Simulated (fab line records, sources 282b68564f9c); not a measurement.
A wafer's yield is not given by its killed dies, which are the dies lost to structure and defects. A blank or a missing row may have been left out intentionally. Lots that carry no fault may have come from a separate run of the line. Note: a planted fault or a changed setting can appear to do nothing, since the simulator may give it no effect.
Struck lot and sound lot, side by side ; flow rit_cmos ; 21 steps out of a route of 202
Sound: wafers L281.2, L281.3, L281.6. Wafers struck: L285.3, L285.5, L285.6. At the end, the cause is stated.
Per side, at each step with rows, come the tool, then ch with its chambers, and then its first start. Under that, the readings that differ: sound wafers ; struck wafers ; difference of the means ; sigmas: that difference in standard deviations of wafers without a fault.
alike: readings with means less than 2 such deviations apart, plus words and numbers identical on both sides. not compared: withheld readings, readings lacking a value on some wafer, bounds such as >300 that could conceal the same value, and numbers that have no deviation in the record and whose values overlap.
A row with sigmas, a row that says differs or no value, or rows on one side alone: a step with any of these is where the two part. Numbers that don't overlap but have no deviation are shown without sigmas and don't part them. Lack of a reading on every wafer of one side parts them only where that side has two or more wafers.

first, 1 step without rows for these wafers: RIT_SILICIDE_WET_ETCH_00 (etches SiO2 in BOE, target depth 14 nm, time 15 s).
RIT_SILICIDE_SPUTTER_01: material Ti, target thk 30 nm, time 240 s.
  sound on pvd_sputter-01 at day 4 02:21; struck on pvd_sputter-01 at day 4 16:50
  alike: throttle_valve_pct
RIT_SILICIDE_RS_MEAS_02: measurement is done with a four-point probe.
  sound on film_metro-04 at day 4 02:31; struck on film_metro-02 at day 4 17:01
  alike: SILICIDE_TI_RS
RIT_SILICIDE_THK_MEAS_03: measures by xrf.
  sound on film_metro-04 at day 4 02:38; struck on film_metro-02 at day 4 17:07
  alike: SILICIDE_TI_THK
RIT_SILICIDE_RTA_04: time 10 s, ramp up 5 s, ramp down 5 s.
  sound on rtp_anneal-02 ch 0, day 4 02:41; struck on rtp_anneal-02 ch 0, day 4 17:11
  alike: wafer_temp_C_max
then, 1 step without rows for these wafers: RIT_SILICIDE_WET_ETCH_05 (etches Ti in SPM, time 120 s).
RIT_SILICIDE_RTA_06: time 10 s, ramp up 5 s, ramp down 10 s.
  sound on rtp_anneal-01 ch 0, day 4 02:48; struck on rtp_anneal-01 ch 0, day 4 17:17
  alike: wafer_temp_C_max
RIT_CONTACT_CVD_00: deposits SiO2 from TEOS, target thk 400 nm, time 61 s.
  sound on pecvd-01 ch 0,1,2, day 4 02:52; struck on pecvd-02 ch 0,2, day 4 17:20
  alike: heater_power_w
RIT_CONTACT_THK_MEAS_01:
  sound on film_metro-03 at day 4 02:55; struck on film_metro-03 at day 4 17:24
  alike: CONTACT_TEOS_THK
then, 3 steps without rows for these wafers: RIT_CONTACT_HMDS_02 (prime time 60 s); RIT_CONTACT_COAT_03 (resist thk 1000 nm); RIT_CONTACT_SOFTBAKE_04 (time 60 s).
RIT_CONTACT_EXPOSE_05: exposes mask M11, target cd 1000 nm.
  sound on iline_stepper-02 ch 0, day 4 03:42; struck on iline_stepper-02 ch 0, day 4 18:04
reading;sound;struck;difference;sigmas
mask;M11#0 M11#0 M11#0;M11_R1#0 M11_R1#0 M11_R1#0;differs;
then, 2 steps without rows for these wafers: RIT_CONTACT_PEB_06; RIT_CONTACT_DEVELOP_07 (develop time 120 s).
RIT_CONTACT_CD_MEAS_08 targets a cd of 1000 nm.
  sound on cd_sem-01 at day 4 04:17; struck on cd_sem-01 at day 4 18:34
reading;sound;struck;difference;sigmas
cd_nm (nm);998.8 1000.5 998.2;1149.7 1148.4 1148.9;+149.8;+71
RIT_CONTACT_OVL_MEAS_09:
  sound on overlay-01 at day 4 04:24; struck on overlay-02 at day 4 18:40
  alike: CONTACT_OVL
then, 1 step without rows for these wafers: RIT_CONTACT_HARDBAKE_10 (time 60 s).
RIT_CONTACT_ETCH_11: etches SiO2 in CHF3/CF4/Ar, stops on TiSi2, target depth 480 nm, time 320 s.
  sound on rie_diel-04 ch 0,3, day 4 04:35; struck on rie_diel-01 ch 0,3, day 4 18:50
reading;sound;struck;difference;sigmas
model.CONTACT.cd_nm (nm);998.8 1000 998;1149 1148 1149;+150;
  alike: O2_flow_sccm, drypump_motor_current_A, mfc_ar_sccm, oes_product_au, throttle_valve_pct
  not compared: rf_hours_counter_h
RIT_CONTACT_STRIP_12: strips in O2, time 180 s.
  sound on plasma_asher-03 ch 0,1, day 4 04:46; struck on plasma_asher-03 ch 0,1, day 4 19:05
  alike: drypump_motor_current_A, rf_refl_power_W
  not compared: rf_hours_counter_h
RIT_M1_PROBE_99:
  sound on prober-01 at day 4 09:42; struck on prober-02 at day 4 23:58
reading;sound;struck;difference;sigmas
killed_at_contacts;0 0 0;51 52 49;+51;+99 or more
killed_at_front_end;9 10 7;5 3 1;-6;-2
killed_dies;9 10 7;56 55 50;+45;+16
killed_on_rim;1 3 1;34 36 36;+34;+26
killed_short;6 6 4;1 2 1;-4;-2
model.etest.contact_to_gate.bv_left_v (V);90.05 90.56 94.95;54.47 51.22 51.95;-39.31;
model.etest.contact_to_gate.bv_right_v (V);90.05 92.16 92.2;50.86 51.33 51.75;-40.16;
model.etest.contact_pplus.rc_ohm;1.38 1.392 1.37;1.309 1.286 1.327;-0.073;
model.etest.contact_npoly.rc_ohm;1.366 1.387 1.357;1.262 1.337 1.271;-0.080;
  alike: killed_open
  not compared: model.etest.contact_ppoly.rc_ohm, model.etest.contact_nplus.rc_ohm

## WHERE THEY PART
Earliest at RIT_CONTACT_EXPOSE_05; latest, in this record, at RIT_M1_PROBE_99.

WHY: whatever the simulator had introduced
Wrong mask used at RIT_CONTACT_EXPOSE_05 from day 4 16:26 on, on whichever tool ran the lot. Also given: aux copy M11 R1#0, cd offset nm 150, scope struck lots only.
